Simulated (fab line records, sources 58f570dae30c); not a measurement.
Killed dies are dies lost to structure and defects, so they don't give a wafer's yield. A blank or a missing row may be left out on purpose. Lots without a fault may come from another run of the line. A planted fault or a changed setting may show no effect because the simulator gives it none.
Which tool did it? | flow berkeley_cmos170 | 6 lots, 18 wafers sampled, at 4 steps of a route of 331

WHAT THE GAUGES READ, wafer by wafer
UCB170_V2_THK_MEAS_01.
lot  | measured     | on            | V2_TEOS_THK (nm)
L717 | day 8 21:25  | film_metro-01 | 2013 1969 2012
L718 | day 9 10:49  | film_metro-03 | 1982 1998 2025
L720 | day 9 21:23  | film_metro-03 | 1939 1954 1999
L724 | day 11 06:47 | film_metro-03 | 2013 1977 2754
L729 | day 11 17:40 | film_metro-02 | 1967 2022 1991
L734 | day 13 14:08 | film_metro-02 | 1984 1957 1976

WHICH TOOL RAN EACH LOT (tool, then ch and the chambers of the sampled wafers, then the start)
lot  | UCB170_CONTACT_RTA_08            | UCB170_CONTACT_STRIP_19              | UCB170_V2_CVD_00
L717 | rtp_anneal-02 ch 0, day 8 09:59  | plasma_asher-02 ch 0,1, day 8 11:28  | pecvd-04 ch 0,2, day 8 21:16
L718 | rtp_anneal-01 ch 0, day 9 01:02  | plasma_asher-03 ch 0,1, day 9 02:16  | pecvd-04 ch 0,1, day 9 10:40
L720 | rtp_anneal-02 ch 0, day 9 10:28  | plasma_asher-01 ch 0,1, day 9 11:42  | pecvd-01 ch 1,2, day 9 21:14
L724 | rtp_anneal-02 ch 0, day 10 19:17 | plasma_asher-03 ch 0,1, day 10 20:50 | pecvd-02 ch 0,1,2, day 11 06:37
L729 | rtp_anneal-02 ch 0, day 11 06:38 | plasma_asher-03 ch 0,1, day 11 08:13 | pecvd-04 ch 1,2, day 11 17:30
L734 | rtp_anneal-02 ch 0, day 13 02:20 | plasma_asher-01 ch 0,1, day 13 03:36 | pecvd-01 ch 1,2, day 13 13:59
- UCB170_CONTACT_RTA_08: time 10 s.
- UCB170_CONTACT_STRIP_19: strips in O2.
- UCB170_V2_CVD_00: deposits SiO2 from TEOS/O2, target thk 2000 nm, time 250 s.

THE ANSWER, worked out from the rows above alone
Rule: what is usual is taken from the lots themselves. Put in order of their means at a reading, lots are off if they are a third of the lots or fewer, leave a main group of 4 or more, and stand apart from it by a gap of 3 or more times the standard deviation of the main group's means; of several such gaps the widest counts. A main group whose means are all the same, to the digits that the tables above print for the reading, isn't used. A lot without any number at a reading at which 4 lots or more have one is off too. The other lots that the step has rows for count as sound.
Off: L724, at UCB170_V2_THK_MEAS_01 (V2_TEOS_THK). The main group: mean 1986 nm, standard deviation 15.
A tool fits if, at a process step before that reading, it ran every lot that is off, and no sound lot after the first of them. The gauges at UCB170_V2_THK_MEAS_01 are tried like those tools. Can't be told from this: 2 tools fit, pecvd-02 at UCB170_V2_CVD_00, film_metro-03 at UCB170_V2_THK_MEAS_01.

WHAT THE SIMULATOR HAD PUT IN
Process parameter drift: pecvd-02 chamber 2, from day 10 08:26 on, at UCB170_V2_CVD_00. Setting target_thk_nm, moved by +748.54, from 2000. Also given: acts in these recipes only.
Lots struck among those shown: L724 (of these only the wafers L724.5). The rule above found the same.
